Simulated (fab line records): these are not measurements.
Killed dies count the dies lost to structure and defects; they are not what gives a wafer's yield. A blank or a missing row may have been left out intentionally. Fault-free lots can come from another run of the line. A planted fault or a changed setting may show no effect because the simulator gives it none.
A lot that was struck, set against a sound lot :: flow berkeleyCmos170 :: 14 out of 331 route steps
Sound: the wafers L182.1, L182.3, L182.4. Struck: wafer L192.3 (left out: L192.1, L192.6 of the same lot, which were not struck); the cause appears at the end.
Per side, at each step with rows, come the tool, then ch with its chambers, and then its first start. Under that, the readings that differ: sound wafers :: struck wafers :: difference of the means :: sigmas: that difference in standard deviations of wafers without a fault.
alike: readings with means less than 2 such deviations apart, plus words and numbers identical on both sides. not compared: withheld readings, readings lacking a value on some wafer, bounds such as >300 that could conceal the same value, and numbers that have no deviation in the record and whose values overlap.
The two part at a step that has a row with sigmas, a row that says differs or no value, or rows on one side only. Non-overlapping numbers with no deviation appear without sigmas and do not part them. Lack of a reading on every wafer of one side parts them only where that side has two or more wafers.

first, 2 steps without rows for these wafers: UCB170_NLDD_PEB_04; UCB170_NLDD_DEVELOP_05 (develop time 45 s).
UCB170_NLDD_CD_MEAS_06: target cd 1200 nm.
  sound on cdSem-01, day 6 11:43; struck on cdSem-01, day 9 04:14
  alike: cdNm
UCB170_NLDD_OVL_MEAS_07:
  sound on overlay-02, day 6 11:50; struck on overlay-02, day 9 04:22
  alike: NLDD_OVL
then, 2 steps without rows for these wafers: UCB170_NLDD_IMPLANT_08; UCB170_NLDD_IMPLANT_09.
UCB170_NLDD_STRIP_10: strips in O2.
  sound on plasmaAsher-02 ch 0,1, day 6 12:11; struck on plasmaAsher-04 ch 0, day 9 04:41
reading: stripTimeToEndpointS (s)
sound: 21.52 21.58 21.49
struck: 21.66
difference: +0.13
sigmas: +2
  alike: drypumpMotorCurrentA, oesProductAu
  not compared: rfHoursCounterH
UCB170_NLDD_TW_MEAS_11:
  sound on filmMetro-03, day 6 12:17; struck on filmMetro-02, day 9 04:47
  alike: NLDD_TW
then, 1 step without rows for these wafers: UCB170_NLDD_CLEAN_12 (cleans in SPM, time 600 s).
UCB170_SPACER_CVD_00: deposits SiO2 from TEOS/O2, target thk 376 nm, time 47 s.
  sound on pecvd-01 ch 0,2, day 6 12:32; struck on pecvd-03 ch 2, day 9 05:02
  alike: heaterPowerW
UCB170_SPACER_THK_MEAS_01:
  sound on filmMetro-02, day 6 12:34; struck on filmMetro-03, day 9 05:04
  alike: SPACER_TEOS_THK
then, 1 step without rows for these wafers: UCB170_SPACER_ANNEAL_02 (time 1800 s).
UCB170_SPACER_ETCHBACK_03: etches SiO2 in CHF3/CF4/Ar, stops on Si, target depth 376 nm, time 100 s.
  sound on rieDiel-03 ch 0,1,2, day 6 17:52; struck on rieDiel-02 ch 0, day 9 10:05
reading: oesProductAu (a.u.)
sound: 0.896 0.878 0.911
struck: 0.987
difference: +0.092
sigmas: +5

reading: rfHoursCounterH (h)
sound: 151 96 148
struck: 6
difference: -126
sigmas: 

reading: runLengthS (s)
sound: 128.3 128.7 129.2
struck: 103.3
difference: -25.4
sigmas: -67

reading: model.etch.depthNm (nm)
sound: 373.7 365.3 374.3
struck: 322.7
difference: -48.4
sigmas: 
  alike: drypumpMotorCurrentA, throttleValvePct
then, 1 step without rows for these wafers: UCB170_PSD_HMDS_00 (prime time 60 s).

== WHERE THEY PART ==
At UCB170_NLDD_STRIP_10 first; at UCB170_SPACER_ETCHBACK_03 last (within this record only).

WHY: whatever the simulator had introduced
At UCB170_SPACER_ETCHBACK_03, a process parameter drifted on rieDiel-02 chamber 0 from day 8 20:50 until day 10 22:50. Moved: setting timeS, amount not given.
